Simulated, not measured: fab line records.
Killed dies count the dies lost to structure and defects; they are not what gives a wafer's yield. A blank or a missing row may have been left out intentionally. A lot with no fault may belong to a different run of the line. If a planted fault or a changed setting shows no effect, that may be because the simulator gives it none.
A struck lot beside a sound one | flow rit cmos | 14 steps out of a route of 202
Sound: these wafers, L131.1, L131.5, L131.6. Struck: wafers L143.4, L143.5, L143.6. The cause comes at the end.
Per side, at each step with rows, come the tool, then ch with its chambers, and then its first start. Under that, the readings that differ: sound wafers | struck wafers | difference of the means | sigmas: that difference in standard deviations of wafers without a fault.
alike: a reading whose means differ by less than 2 such deviations, as well as words and numbers matching on both sides. not compared: withheld readings; readings where some wafer has no value; bounds like >300 that might hide an equal value; numbers whose values overlap and for which the record gives no deviation.
The two part at a step that has a row with sigmas, a row that says differs or no value, or rows on one side only. Numbers that don't overlap but have no deviation are shown without sigmas and don't part them. A reading that every wafer of one side lacks parts them only if that side has two wafers or more.

first, 2 steps without rows for these wafers: RIT_PWELL_HARDBAKE_07 (time 120 s); RIT_PWELL_IMPLANT_08.
RIT_PWELL_STRIP_09: strips in O2, time 180 s.
  sound on plasma asher-04 ch 0,1, day 2 08:34; struck on plasma asher-02 ch 0,1, day 4 20:34
  alike: drypump motor current A, o2 flow sccm
  not compared: rf hours counter h
RIT_PWELL_TW_MEAS_10:
  struck on film metro-03, day 4 20:42; sound on film metro-01, day 2 08:44
  reading  | sound       | struck      | difference | sigmas
  PWELL_TW | 946 945 944 | 964 968 958 | +18        | +3
then, 1 step without rows for these wafers: RIT_WELLDRIVE_ANNEAL_00 (time 14700 s).
RIT_WELLDRIVE_RS_MEAS_01: measures by four-point-probe.
  struck on film metro-01, day 5 01:53; sound on film metro-03, day 2 14:55
  alike: NWELL_RS
RIT_WELLDRIVE_RS_MEAS_02: measures by four-point-probe.
  struck on film metro-01, day 5 02:00; sound on film metro-03, day 2 15:02
  alike: PWELL_RS
then, 5 steps without rows for these wafers: RIT_NRETRO_HMDS_00 (prime time 60 s); RIT_NRETRO_COAT_01 (resist thk 1300 nm); RIT_NRETRO_SOFTBAKE_02 (time 60 s); RIT_NRETRO_EXPOSE_03 (exposes mask M4, target cd 43900 nm); RIT_NRETRO_PEB_04.
RIT_NRETRO_DEVELOP_05: develop time 68 s.
  sound on litho track-02 ch 0, day 2 15:00; struck on litho track-02, day 5 02:00
  no value came back on the struck wafers for chill plate temp C (C), develop time s (s); on the sound wafers chill plate temp C (C) reads 22.88 22.99 22.89
RIT_NRETRO_OVL_MEAS_06:
  struck on overlay-02, day 5 02:57; sound on overlay-02, day 2 16:02
  reading         | sound        | struck | difference                    | sigmas
  NRETRO_OVL (nm) | 0.2 0.2 -0.7 | - - -  | no value on the struck wafers |

## WHERE THEY PART
Last at RIT_NRETRO_OVL_MEAS_06 as far as this record goes, first at RIT_PWELL_TW_MEAS_10.

WHY: what had been put in by the simulator
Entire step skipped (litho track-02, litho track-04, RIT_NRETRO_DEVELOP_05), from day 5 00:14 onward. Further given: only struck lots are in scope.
